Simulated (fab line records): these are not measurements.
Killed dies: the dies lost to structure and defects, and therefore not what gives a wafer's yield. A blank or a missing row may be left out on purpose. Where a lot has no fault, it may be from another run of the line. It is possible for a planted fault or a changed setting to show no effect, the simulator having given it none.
The tool behind it: which one? + flow berkeleyCmos170 + Sampling: 15 lots, 39 wafers, 3 of 331 route steps

WHAT EACH GAUGE READ, for each wafer
UCB170_V2_THK_MEAS_01.
| lot  | measured     | on           | V2_TEOS_THK (nm) |
|------|--------------|--------------|------------------|
| L580 | day 8 15:43  | filmMetro-01 | 2090 2133 2126   |
| L585 | day 9 06:06  | filmMetro-02 | 2084 2136 2091   |
| L584 | day 9 10:46  | filmMetro-01 | 2083 2104 2116   |
| L586 | day 10 01:23 | filmMetro-02 | 2060 2071 2080   |
| L587 | day 10 01:37 | filmMetro-03 | 2084 2102 2115   |
| L589 | day 10 19:54 | filmMetro-01 | 2077 2149 2119   |
| L588 | day 10 19:46 | filmMetro-02 | 2104             |
| L590 | day 10 15:32 | filmMetro-02 | 2072 2085 2097   |
| L593 | day 11 05:56 | filmMetro-02 | 2076 2076 2115   |
| L595 | day 11 05:55 | filmMetro-01 | 2085 2092 2072   |
| L592 | day 11 05:28 | filmMetro-03 | 2098             |
| L596 | day 11 07:04 | filmMetro-03 | 2074 2097 2100   |
| L594 | day 11 06:46 | filmMetro-01 | 2043             |
| L597 | day 12 04:40 | filmMetro-02 | 2154 2127 2110   |
| L602 | day 12 09:52 | filmMetro-03 | 2086 2053 2052   |

WHAT TOOL EACH LOT RAN ON (gives the tool, then ch and the chambers of the sampled wafers, and finally the start)
| lot  | UCB170_ACTIVE_STRIP_16             | UCB170_V1_CVD_00                |
|------|------------------------------------|---------------------------------|
| L580 | plasmaAsher-02 ch 0,1, day 5 10:53 | pecvd-02 ch 0,1, day 8 08:45    |
| L585 | plasmaAsher-03 ch 0,1, day 5 19:35 | pecvd-03 ch 0,2, day 8 23:04    |
| L584 | plasmaAsher-02 ch 0,1, day 5 19:50 | pecvd-03 ch 0,2, day 9 04:33    |
| L586 | plasmaAsher-02 ch 0,1, day 6 10:51 | pecvd-03 ch 0,1,2, day 9 19:34  |
| L587 | plasmaAsher-01 ch 0,1, day 6 11:05 | pecvd-01 ch 1,2, day 9 19:34    |
| L589 | plasmaAsher-02 ch 0,1, day 7 00:47 | pecvd-02 ch 1,2, day 10 08:28   |
| L588 | plasmaAsher-02 ch 1, day 7 01:10   | pecvd-01 ch 2, day 10 08:19     |
| L590 | plasmaAsher-01 ch 0,1, day 7 01:23 | pecvd-03 ch 0,2, day 10 08:19   |
| L593 | plasmaAsher-01 ch 0,1, day 7 13:50 | pecvd-01 ch 0,1, day 10 18:22   |
| L595 | plasmaAsher-02 ch 0,1, day 7 14:14 | pecvd-03 ch 0,1, day 10 18:22   |
| L592 | plasmaAsher-03 ch 1, day 7 14:32   | pecvd-02 ch 2, day 10 18:31     |
| L596 | plasmaAsher-01 ch 0,1, day 7 14:38 | pecvd-02 ch 0,2, day 10 22:05   |
| L594 | plasmaAsher-02 ch 1, day 7 15:05   | pecvd-03 ch 0, day 10 22:00     |
| L597 | plasmaAsher-03 ch 0,1, day 8 01:20 | pecvd-03 ch 0,1,2, day 11 23:03 |
| L602 | plasmaAsher-03 ch 0,1, day 8 18:41 | pecvd-02 ch 0,1,2, day 12 03:28 |
- UCB170_ACTIVE_STRIP_16: strips in O2.
- UCB170_V1_CVD_00: deposits SiO2 from TEOS/O2, target thk 2000 nm, time 250 s.

WHAT THE TOOLS THEMSELVES READ (means of the sampled wafers that have a number; where no wafer has one, the mark that the record gives instead)
UCB170_ACTIVE_STRIP_16.
| lot  | tool           | drypumpMotorCurrentA (A) | o2FlowSccm (sccm) | oesProductAu (a.u.) | stripTimeToEndpointS (s) |
|------|----------------|--------------------------|-------------------|---------------------|--------------------------|
| L580 | plasmaAsher-02 | 5.46                     | 400.0             | 0.720               | 17.93                    |
| L585 | plasmaAsher-03 | 5.60                     | 401.1             | 0.712               | 18.13                    |
| L584 | plasmaAsher-02 | 5.44                     | 399.8             | 0.722               | 18.11                    |
| L586 | plasmaAsher-02 | 5.47                     | 399.5             | 0.721               | 18.20                    |
| L587 | plasmaAsher-01 | 5.47                     | 400.3             | 0.721               | 18.12                    |
| L589 | plasmaAsher-02 | 5.48                     | 399.9             | 0.723               | 18.23                    |
| L588 | plasmaAsher-02 | 5.38                     | 400.1             | 0.721               | 17.94                    |
| L590 | plasmaAsher-01 | 5.70                     | 399.8             | 0.715               | 18.17                    |
| L593 | plasmaAsher-01 | 5.47                     | 401.3             | 0.715               | 18.14                    |
| L595 | plasmaAsher-02 | 5.49                     | 401.3             | 0.722               | 18.09                    |
| L592 | plasmaAsher-03 | 5.55                     | 401.3             | 0.719               | 18.11                    |
| L596 | plasmaAsher-01 | 5.47                     | 399.5             | 0.722               | 18.17                    |
| L594 | plasmaAsher-02 | 5.38                     | 399.9             | 0.724               | 17.92                    |
| L597 | plasmaAsher-03 | 5.66                     | 400.6             | 0.720               | 18.08                    |
| L602 | plasmaAsher-03 | 5.61                     | 399.3             | 0.724               | 18.06                    |

UCB170_V1_CVD_00.
| lot  | tool     | heaterPowerW (W) |
|------|----------|------------------|
| L580 | pecvd-02 | 211              |
| L585 | pecvd-03 | 274              |
| L584 | pecvd-03 | 288              |
| L586 | pecvd-03 | 248              |
| L587 | pecvd-01 | 236              |
| L589 | pecvd-02 | 160              |
| L588 | pecvd-01 | 242              |
| L590 | pecvd-03 | 289              |
| L593 | pecvd-01 | 235              |
| L595 | pecvd-03 | 286              |
| L592 | pecvd-02 | 221              |
| L596 | pecvd-02 | 210              |
| L594 | pecvd-03 | 369              |
| L597 | pecvd-03 | 259              |
| L602 | pecvd-02 | 254              |

THE ANSWER, worked out from the rows above alone
Rule: what is usual is taken from the lots themselves. The widest of any qualifying gaps counts: lots, ordered by their means at a reading, are off when they make up no more than a third of the lots, leave a main group of 4 or more, and stand apart from it by 3 or more times the standard deviation of that group's means. The tables above print the reading to a certain number of digits; a main group whose means all agree to those digits is not used. A lot without any number at a reading at which 4 lots or more have one is off too. Where the step has rows for the other lots, those lots are counted as sound. First the gauges in route order, then the tools' own readings, where a lot's mean is used as printed above. At the first step where some lot is off, the reading lying furthest off is the one used; lots without a number count as furthest.
No lot is off on any of the readings shown, so nothing can be concluded from this.

WHAT THE SIMULATOR HAD INSERTED
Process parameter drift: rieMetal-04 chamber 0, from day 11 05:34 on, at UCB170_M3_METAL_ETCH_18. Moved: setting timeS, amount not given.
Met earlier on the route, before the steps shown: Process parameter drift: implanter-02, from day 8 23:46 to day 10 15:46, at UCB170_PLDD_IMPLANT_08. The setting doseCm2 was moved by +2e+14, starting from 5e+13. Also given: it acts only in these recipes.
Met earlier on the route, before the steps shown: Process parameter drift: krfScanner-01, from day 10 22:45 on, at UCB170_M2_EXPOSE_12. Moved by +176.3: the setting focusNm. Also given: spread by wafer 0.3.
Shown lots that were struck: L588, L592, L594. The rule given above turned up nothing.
